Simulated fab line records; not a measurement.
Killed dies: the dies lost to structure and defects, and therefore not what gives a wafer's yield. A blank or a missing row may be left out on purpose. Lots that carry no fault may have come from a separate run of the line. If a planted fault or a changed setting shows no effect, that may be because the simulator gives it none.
Which tool was responsible? -- flow berkeley_cmos170 -- 14 lots with 42 wafers sampled at 3 steps, on a route of 331 steps

== WHAT THE GAUGES READ, wafer by wafer ==
UCB170_SDANNEAL_RS_MEAS_03: the measuring method here is four-point-probe.
lot,measured,on,NSD_RS (ohm/sq)
L435,day 6 19:09,film_metro-01,37.20 37.23 37.17
L436,day 7 07:11,film_metro-04,37.30 37.17 37.13
L437,day 7 20:09,film_metro-01,37.15 37.19 37.12
L441,day 8 07:28,film_metro-04,37.37 37.24 37.41
L445,day 8 21:59,film_metro-01,37.26 37.24 37.32
L443,day 8 23:18,film_metro-01,37.23 37.13 37.19
L446,day 9 14:42,film_metro-04,37.28 37.34 37.18
L448,day 10 01:19,film_metro-01,37.21 37.18 37.17
L447,day 10 01:38,film_metro-04,37.35 37.44 37.39
L450,day 10 02:07,film_metro-01,37.33 37.37 37.33
L452,day 10 09:45,film_metro-01,37.17 37.24 37.21
L449,day 10 11:20,film_metro-01,37.24 37.26 37.13
L456,day 11 02:56,film_metro-01,37.38 37.38 37.38
L457,day 11 03:19,film_metro-04,37.33 37.38 37.30

UCB170_CONTACT_CD_MEAS_15 targets a cd of 700 nm.
lot,measured,on,cd_nm (nm)
L435,day 7 01:12,cd_sem-01,699.9 699.7 701.0
L436,day 7 11:36,cd_sem-01,699.7 699.7 701.2
L437,day 8 00:41,cd_sem-01,699.7 699.0 700.4
L441,day 8 13:35,cd_sem-01,702.0 701.7 702.1
L445,day 9 04:05,cd_sem-01,700.6 701.1 701.0
L443,day 9 05:59,cd_sem-01,699.8 700.0 700.6
L446,day 9 22:08,cd_sem-02,700.4 700.3 699.4
L448,day 10 09:32,cd_sem-02,701.3 703.2 700.1
L447,day 10 08:58,cd_sem-02,698.9 698.7 698.1
L450,day 10 09:41,cd_sem-01,698.1 697.1 698.9
L452,day 10 16:15,cd_sem-02,700.6 699.5 698.5
L449,day 10 16:47,cd_sem-01,700.1 699.4 700.2
L456,day 11 09:29,cd_sem-01,701.6 699.9 700.8
L457,day 11 10:29,cd_sem-01,698.2 698.6 698.7

UCB170_CONTACT_OVL_MEAS_16.
lot,measured,on,CONTACT_OVL (nm)
L435,day 7 01:19,overlay-02,-5 -1 1
L436,day 7 11:43,overlay-02,-2 -4 -7
L437,day 8 00:49,overlay-02,-9 -4 -4
L441,day 8 13:41,overlay-02,-9 -15 -9
L445,day 9 04:13,overlay-01,-10 -7 -1
L443,day 9 06:07,overlay-02,-12 -13 -14
L446,day 9 22:14,overlay-02,-10 -2 1
L448,day 10 09:37,overlay-02,-1 -8 -4
L447,day 10 09:04,overlay-01,-8 -2 -1
L450,day 10 09:47,overlay-01,4 -3 -4
L452,day 10 16:22,overlay-02,-6 -4 -8
L449,day 10 16:54,overlay-02,-5 -11 -9
L456,day 11 09:35,overlay-01,-4 -4 -4
L457,day 11 10:36,overlay-01,-1 -8 -10

== WHAT TOOL EACH LOT RAN ON (gives the tool, then ch and the chambers of the sampled wafers, and finally the start) ==
Before these readings, the record contains no process step.

== WHAT THE TOOLS THEMSELVES READ (means of the sampled wafers that have a number; where no wafer has one, the mark that the record gives instead) ==
The record holds no such reading with a usual standard deviation.

== THE ANSWER, worked out from the rows above alone ==
Rule: the usual values come from the lots themselves. Put in order of their means at a reading, lots are off if they are a third of the lots or fewer, leave a main group of 4 or more, and stand apart from it by a gap of 3 or more times the standard deviation of the main group's means; of several such gaps the widest counts. If all means in a main group match to the digits the tables above print for the reading, that group is not used. Also off: a lot with no number at a reading for which 4 or more lots have one. Where the step has rows for the other lots, those lots are counted as sound. The gauges are gone through in route order, then the tools' own readings, and for those a lot's mean is taken as printed above. The first step at which some lot is off is used, and at that step the reading that is off furthest; a lot without a number counts as furthest.
Across all readings shown, no lot is off: no conclusion can be drawn from this.

== WHAT HAD BEEN PUT IN BY THE SIMULATOR ==
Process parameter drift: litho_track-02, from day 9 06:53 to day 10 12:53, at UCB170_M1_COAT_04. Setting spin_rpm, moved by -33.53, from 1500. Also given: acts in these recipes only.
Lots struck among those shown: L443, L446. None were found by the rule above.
